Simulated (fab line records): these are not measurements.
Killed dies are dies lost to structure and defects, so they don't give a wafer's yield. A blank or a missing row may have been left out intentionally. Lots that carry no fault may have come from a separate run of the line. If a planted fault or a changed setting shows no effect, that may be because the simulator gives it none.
Struck lot and sound lot, side by side / flow berkeley_cmos170 / 15 steps out of a route of 331
Sound: the wafers L335.1, L335.2, L335.6. The struck wafers were L332.2, L332.5, L332.6. The cause is named last.
Each step with rows lists, per side, the tool, then ch with its chambers, then its first start. Under that, the readings that differ: sound wafers / struck wafers / difference of the means / sigmas: that difference in standard deviations of wafers without a fault.
alike: same words and numbers on both sides, and readings whose means sit less than 2 such deviations apart. not compared: any withheld reading, any reading some wafer has no value for, any bound like >300 that may hide the same value, and any number with overlapping values for which the record gives no deviation.
The two part at a step that has a row with sigmas, a row that says differs or no value, or rows on one side only. Non-overlapping numbers with no deviation appear without sigmas and do not part them. A reading that every wafer of one side lacks parts them only if that side has two wafers or more.

first, 7 steps without rows for these wafers: UCB170_PSD_CLEAN_11 (cleans in SPM, time 600 s); UCB170_NSD_HMDS_00 (prime time 60 s); UCB170_NSD_COAT_01 (resist thk 900 nm); UCB170_NSD_SOFTBAKE_02 (time 60 s); UCB170_NSD_EXPOSE_03 (exposes mask NSELECT MOD, target cd 1200 nm); UCB170_NSD_PEB_04; UCB170_NSD_DEVELOP_05 (develop time 45 s).
UCB170_NSD_CD_MEAS_06: target cd 1200 nm.
  sound on cd_sem-01, day 9 00:33; struck on cd_sem-01, day 8 10:17
  alike: cd_nm
UCB170_NSD_OVL_MEAS_07:
  sound on overlay-02, day 9 00:40; struck on overlay-02, day 8 10:24
  alike: NSD_OVL
following that, these wafers have no rows for 1 step: UCB170_NSD_IMPLANT_08.
UCB170_NSD_STRIP_09: strips in O2.
  sound on plasma_asher-03 ch 0,1, day 9 00:51; struck on plasma_asher-02 ch 0,1, day 8 10:35
  alike: drypump_motor_current_A, oes_product_au, strip_time_to_endpoint_s
  not compared: rf_hours_counter_h
UCB170_NSD_TW_MEAS_10:
  sound on film_metro-03, day 9 00:57; struck on film_metro-02, day 8 10:41
  alike: NSD_TW
UCB170_NSD_CLEAN_11: cleans in SPM, time 600 s.
  sound on wet_bench-04 ch 0, day 9 01:01; struck on wet_bench-02 ch 1, day 8 10:44
  no value came back on the struck wafers for bath_guard_temp_C (C), bath_heat_duty_pct (%); on the sound wafers bath_guard_temp_C (C) reads 120.3 120.1 119.9
then, 1 step without rows for these wafers: UCB170_BACKSIDE_HMDS_00 (prime time 60 s).
UCB170_M3_PROBE_99:
  the record has rows for the struck wafers here (prober-02, day 9 17:35) and none for the sound ones

WHERE THEY PART
At UCB170_NSD_CLEAN_11 first; at UCB170_M3_PROBE_99 last (within this record only).

WHY: what the simulator had put in
Entire step skipped (wet_bench-02, UCB170_NSD_CLEAN_11), from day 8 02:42 onward. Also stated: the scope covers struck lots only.
